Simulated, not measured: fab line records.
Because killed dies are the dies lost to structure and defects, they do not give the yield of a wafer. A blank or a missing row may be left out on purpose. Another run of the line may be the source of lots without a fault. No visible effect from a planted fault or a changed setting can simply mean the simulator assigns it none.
Split-lot experiment | flow rit_cmos | 23 wafers read from 5 lots, route of 202 steps

## THE SPLIT ITSELF
At RIT_M1_EXPOSE_06 (exposes mask M12, target cd 2600 nm), the setting dose_mj was moved away from the recipe's 250 on 8 of the 23 wafers read, by +4.4% to +7.0%. For the rest of the wafers, this setting stayed at what the recipe calls for.

## FROM THE SPLIT TO THE READING: what the file shows between them, 2 steps
- RIT_M1_PEB_07
- RIT_M1_DEVELOP_08: develop time 68 s

## THE READING
cd_nm (nm) at RIT_M1_CD_MEAS_09, where the cd target is 2600 nm. Typical for fault-free wafers on this fab line: 2599.2 nm, with standard deviation 2.2 nm.

wafer  | tool, chamber at the split | dose_mj as run | against the recipe | cd_nm, nm | against lot-mates on the recipe
L075.2 | iline_stepper-02, 0        | 250            | recipe             | 2600.3    | -
L075.3 | iline_stepper-02, 0        | 267.5          | +7.0%              | 2581.3    | -18.8
L075.4 | iline_stepper-02, 0        | 250            | recipe             | 2601.1    | -
L075.5 | iline_stepper-02, 0        | 250            | recipe             | 2599.0    | -
L075.6 | iline_stepper-02, 0        | 267.5          | +7.0%              | 2580.6    | -19.5
L076.1 | iline_stepper-02, 0        | 250            | recipe             | 2597.1    | -
L076.2 | iline_stepper-02, 0        | 250            | recipe             | 2597.0    | -
L076.3 | iline_stepper-02, 0        | 250            | recipe             | 2596.4    | -
L076.4 | iline_stepper-02, 0        | 250            | recipe             | 2597.4    | -
L076.5 | iline_stepper-02, 0        | 250            | recipe             | 2597.9    | -
L080.1 | iline_stepper-01, 0        | 250            | recipe             | 2598.9    | -
L080.2 | iline_stepper-01, 0        | 250            | recipe             | 2599.4    | -
L080.4 | iline_stepper-01, 0        | 250            | recipe             | 2598.4    | -
L084.1 | iline_stepper-01, 0        | 250            | recipe             | 2600.0    | -
L084.2 | iline_stepper-01, 0        | 261            | +4.4%              | 2586.8    | -12.8
L084.3 | iline_stepper-01, 0        | 250            | recipe             | 2599.2    | -
L084.4 | iline_stepper-01, 0        | 261            | +4.4%              | 2586.5    | -13.1
L084.5 | iline_stepper-01, 0        | 261            | +4.4%              | 2585.7    | -13.9
L085.1 | iline_stepper-02, 0        | 250            | recipe             | 2600.6    | -
L085.2 | iline_stepper-02, 0        | 250            | recipe             | 2601.6    | -
L085.4 | iline_stepper-02, 0        | 265.9          | +6.4%              | 2583.2    | -17.9
L085.5 | iline_stepper-02, 0        | 265.9          | +6.4%              | 2580.9    | -20.2
L085.6 | iline_stepper-02, 0        | 265.9          | +6.4%              | 2583.3    | -17.8

THE FIT
A straight line over all 23 wafers: cd_nm changes by -2.63 nm for each +1% of dose_mj; r = -0.98; the points scatter about the line by 1.4 nm.
The same after taking each lot's own level away (the mean of its wafers on the recipe; 23 wafers): -2.87 nm for each +1%; r = -1.00; scatter 0.77 nm.
Per that fit: largest dose_mj move, reading shift of 20 nm.
The lots' own levels span 2597.16 to 2601.10 nm, that is 1.8 times the standard deviation above.
The two slopes are in agreement: the lot-to-lot level therefore moves the slope only a little.
Check: for one of the wafers moved furthest among these (+7.0%), held out of the fit, the line's prediction against its lot-mates is -20.4 nm. It came out at -18.8 nm against them.

## OTHER SPLITS ON THESE WAFERS
These wafers also went through other splits before the reading. Each is held against what the fit with the lots' levels taken away leaves over:
other split on the same wafers | wafers away from the commonest value | r with cd_nm (lot level and that fit taken away)
RIT_ACTIVE_COAT_06 spin_rpm    | 11                                   | +0.29
RIT_ACTIVE_HARDBAKE_12 temp_c  | 10                                   | -0.18
RIT_NRETRO_SOFTBAKE_02 temp_c  | 8                                    | -0.12
RIT_NLDD_IMPLANT_08 tilt_deg   | 4                                    | -0.14
RIT_PLDD_HARDBAKE_07 temp_c    | 7                                    | -0.17
RIT_PSD_COAT_01 resist_thk_nm  | 11                                   | +0.19
RIT_CONTACT_CVD_00 time_s      | 7                                    | -0.56
RIT_M1_SPUTTER_00 power_w      | 11                                   | +0.31

## THE WHOLE CHAIN: every reading that the file lists as answering this split, in the file's order
step              | what it does      | reading                                                            | change (the file's fit)              | r (the file's)
RIT_M1_CD_MEAS_09 | target cd 2600 nm | cd_nm                                                              | -2.86 nm for each +1% of the setting | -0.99
RIT_M1_PROBE_99   |                   | etest.m1.width_nm (the simulator's own value, which no gauge read) | -2.97 nm for each +1% of the setting | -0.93

## FILE'S OWN FIT
cd_nm changes by -2.86 nm for each +1% of dose_mj, r = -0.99.
